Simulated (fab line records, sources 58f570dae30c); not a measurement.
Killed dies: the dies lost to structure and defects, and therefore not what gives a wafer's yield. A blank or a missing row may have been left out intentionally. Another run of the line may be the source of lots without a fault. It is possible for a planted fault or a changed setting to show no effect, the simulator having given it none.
Which tool did it?    flow berkeley cmos170    14 lots with 42 wafers sampled at 6 steps, on a route of 331 steps

## WHAT THE GAUGES SHOWED, per wafer
UCB170_V1_THK_MEAS_01. Usual: V1_TEOS_THK gives 1987 nm (standard deviation 21).
lot   measured      on             V1_TEOS_THK (nm)  flag
L678  day 6 22:02   film metro-04  1965 1973 1990    
L682  day 7 20:59   film metro-01  1969 1960 2005    
L684  day 8 01:16   film metro-04  1975 2021 1991    
L685  day 8 13:07   film metro-04  1975 1951 1995    
L687  day 9 04:07   film metro-03  2002 1988 2015    
L690  day 9 04:07   film metro-01  1965 2011 1990    
L686  day 9 04:16   film metro-03  1967 1960 2001    
L695  day 10 05:34  film metro-03  1995 1999 2031    
L691  day 10 05:44  film metro-01  1969 1985 1999    
L697  day 10 21:44  film metro-04  1982 2012 2017    
L698  day 11 04:04  film metro-01  1964 1990 2006    
L700  day 11 23:14  film metro-04  1998 2000 2022    
L701  day 11 23:31  film metro-03  1942 1977 1974    
L699  day 11 23:21  film metro-01  1983 2012 2019    

UCB170_V2_BOW_MEAS_03. Usual: V2_BOW gives 37 um (standard deviation 7.1).
lot   measured      on             V2_BOW (um)  flag
L678  day 7 07:58   film metro-01  39 32 45     
L682  day 8 03:51   film metro-01  50 39 43     
L684  day 8 08:20   film metro-02  29 36 35     
L685  day 8 18:24   film metro-02  40 31 34     
L687  day 9 11:02   film metro-04  62 56 67     OFF
L690  day 9 11:08   film metro-02  62 72 58     OFF
L686  day 9 11:26   film metro-04  45 43 35     
L695  day 10 12:25  film metro-02  31 34 42     
L691  day 10 12:10  film metro-04  28 40 27     
L697  day 11 04:45  film metro-01  30 31 38     
L698  day 11 10:55  film metro-02  32 27 39     
L700  day 12 06:38  film metro-04  43 43 48     
L701  day 12 07:14  film metro-02  28 38 31     
L699  day 12 06:56  film metro-04  26 32 35     

UCB170_V2_THK_MEAS_04. Usual: V2_POLISHED_THK gives 1000.3 nm (standard deviation 1.2).
lot   measured      on             V2_POLISHED_THK (nm)  flag
L678  day 7 08:05   film metro-01  998.6 999.7 998.2     
L682  day 8 03:58   film metro-01  1000.7 1000.9 1001.0  
L684  day 8 08:26   film metro-02  999.5 999.4 999.1     
L685  day 8 18:31   film metro-02  1000.8 1001.3 1001.6  
L687  day 9 11:10   film metro-04  1958.7 1952.0 1995.1  OFF
L690  day 9 11:16   film metro-02  1987.9 2010.8 2009.1  OFF
L686  day 9 11:34   film metro-04  1000.3 1000.1 999.8   
L695  day 10 12:32  film metro-02  1000.6 999.9 1001.1   
L691  day 10 12:16  film metro-04  1000.0 998.9 999.9    
L697  day 11 04:51  film metro-01  1002.2 1001.7 1001.7  
L698  day 11 11:01  film metro-02  999.2 999.5 999.7     
L700  day 12 06:44  film metro-04  1001.7 1001.3 1000.9  
L701  day 12 07:21  film metro-02  1001.1 999.7 999.8    
L699  day 12 07:04  film metro-04  1001.3 1000.5 999.7   

## TOOL THAT RAN EACH LOT (tool first, then ch and the chambers of the sampled wafers, then the start)
lot   UCB170_SILICIDE_SPUTTER_01    UCB170_CONTACT_STRIP_19               UCB170_V2_CMP_02
L678  pvd sputter-04, day 6 12:23   plasma asher-03 ch 0,1, day 6 17:11   cmp-01 ch 1,2, day 7 07:40
L682  pvd sputter-03, day 7 09:35   plasma asher-04 ch 0,1, day 7 13:56   cmp-02 ch 1,2,3, day 8 03:33
L684  pvd sputter-03, day 7 12:45   plasma asher-03 ch 0,1, day 7 18:23   cmp-01 ch 1,2,3, day 8 08:09
L685  pvd sputter-04, day 7 23:13   plasma asher-02 ch 0,1, day 8 03:39   cmp-02 ch 2,3, day 8 18:06
L687  pvd sputter-03, day 8 15:22   plasma asher-03 ch 0,1, day 8 22:28   cmp-01 ch 1,2,3, day 9 10:47
L690  pvd sputter-03, day 8 16:19   plasma asher-02 ch 0,1, day 8 22:32   cmp-02 ch 1,2, day 9 10:53
L686  pvd sputter-04, day 8 16:23   plasma asher-02 ch 0,1, day 8 22:52   cmp-02 ch 0,1,3, day 9 11:08
L695  pvd sputter-04, day 9 17:43   plasma asher-03 ch 0,1, day 9 22:30   cmp-01 ch 0,1, day 10 12:10
L691  pvd sputter-02, day 9 17:55   plasma asher-02 ch 0,1, day 9 23:04   cmp-01 ch 1,2, day 10 11:49
L697  pvd sputter-03, day 10 08:13  plasma asher-03 ch 0,1, day 10 13:23  cmp-02 ch 0,2, day 11 04:28
L698  pvd sputter-02, day 10 16:29  plasma asher-03 ch 0,1, day 10 21:14  cmp-02 ch 2,3, day 11 10:34
L700  pvd sputter-03, day 11 10:02  plasma asher-04 ch 0,1, day 11 14:35  cmp-02 ch 0,1, day 12 06:17
L701  pvd sputter-02, day 11 10:02  plasma asher-02 ch 0,1, day 11 15:52  cmp-01 ch 1,2,3, day 12 07:02
L699  pvd sputter-03, day 11 10:31  plasma asher-02 ch 0,1, day 11 16:54  cmp-02 ch 1,2,3, day 12 06:44
- UCB170_SILICIDE_SPUTTER_01: material Ti, target thk 30 nm, time 25 s.
- UCB170_CONTACT_STRIP_19: strips in O2.
- UCB170_V2_CMP_02: polishes SiO2.

## AS READ BY THE TOOLS THEMSELVES (means over the sampled wafers that have a number; for cases with no such wafer, the mark the record gives instead)
UCB170_SILICIDE_SPUTTER_01. Usual: 29.9 % for throttle valve pct, sd 0.76.
lot   tool            throttle valve pct (%)  flag
L678  pvd sputter-04  30.0                    
L682  pvd sputter-03  30.0                    
L684  pvd sputter-03  29.9                    
L685  pvd sputter-04  30.3                    
L687  pvd sputter-03  30.0                    
L690  pvd sputter-03  30.3                    
L686  pvd sputter-04  29.7                    
L695  pvd sputter-04  30.0                    
L691  pvd sputter-02  29.1                    
L697  pvd sputter-03  30.4                    
L698  pvd sputter-02  28.9                    
L700  pvd sputter-03  30.1                    
L701  pvd sputter-02  29.6                    
L699  pvd sputter-03  30.4                    

UCB170_CONTACT_STRIP_19. Usual: drypump motor current A 5.8 A, standard deviation 0.54; oes product au 0.725 a.u., standard deviation 0.0046.
lot   tool             drypump motor current A (A)  oes product au (a.u.)  flag
L678  plasma asher-03  5.5                          0.725                  
L682  plasma asher-04  5.4                          0.727                  
L684  plasma asher-03  5.5                          0.724                  
L685  plasma asher-02  6.5                          0.722                  
L687  plasma asher-03  5.7                          0.725                  
L690  plasma asher-02  6.6                          0.721                  
L686  plasma asher-02  6.5                          0.727                  
L695  plasma asher-03  5.7                          0.724                  
L691  plasma asher-02  6.5                          0.723                  
L697  plasma asher-03  5.6                          0.725                  
L698  plasma asher-03  5.6                          0.721                  
L700  plasma asher-04  5.4                          0.722                  
L701  plasma asher-02  6.5                          0.722                  
L699  plasma asher-02  6.5                          0.723                  

UCB170_V2_CMP_02. Usual: edge zone pressure frac 1.001, standard deviation 0.0057; head pressure psi 6.000 psi, standard deviation 0.012; motor current A 15.8 A, standard deviation 1.5.
lot   tool    edge zone pressure frac  head pressure psi (psi)  motor current A (A)  flag
L678  cmp-01  0.998                    6.003                    16.5                 
L682  cmp-02  1.001                    5.998                    14.5                 
L684  cmp-01  1.002                    5.998                    16.7                 
L685  cmp-02  0.996                    6.004                    13.8                 
L687  cmp-01  -                        -                        -                    OFF
L690  cmp-02  -                        -                        -                    OFF
L686  cmp-02  0.998                    5.993                    14.5                 
L695  cmp-01  1.000                    5.999                    17.0                 
L691  cmp-01  1.005                    6.002                    16.5                 
L697  cmp-02  1.004                    5.999                    15.3                 
L698  cmp-02  1.002                    5.983                    14.0                 
L700  cmp-02  1.002                    6.000                    15.3                 
L701  cmp-01  1.000                    6.003                    16.4                 
L699  cmp-02  0.999                    6.000                    14.2                 

## THE ANSWER, worked out from the rows above alone
Rule: lot off if the mean of its wafers having a number is beyond 3 standard deviations from the usual mean. Also off: a lot with no number at a reading for which 4 or more lots have one. Any other lot the step has rows for is counted as sound. After the gauges, taken in route order, come the tools' own readings; for these a lot's mean is taken, as printed above. At the first step where some lot is off, the reading lying furthest off is the one used; lots without a number count as furthest.
Off: L687, L690, at UCB170_V2_BOW_MEAS_03 (V2_BOW).
A tool fits if, at a process step before that reading, it ran every lot that is off, and no sound lot after the first of them. The gauges at UCB170_V2_BOW_MEAS_03 aren't tried: what is off there is off at UCB170_V2_CMP_02 too, on other tools, and a gauge's error can't cause that. Of those tried, none fits.

## WHAT THE SIMULATOR HAD INSERTED
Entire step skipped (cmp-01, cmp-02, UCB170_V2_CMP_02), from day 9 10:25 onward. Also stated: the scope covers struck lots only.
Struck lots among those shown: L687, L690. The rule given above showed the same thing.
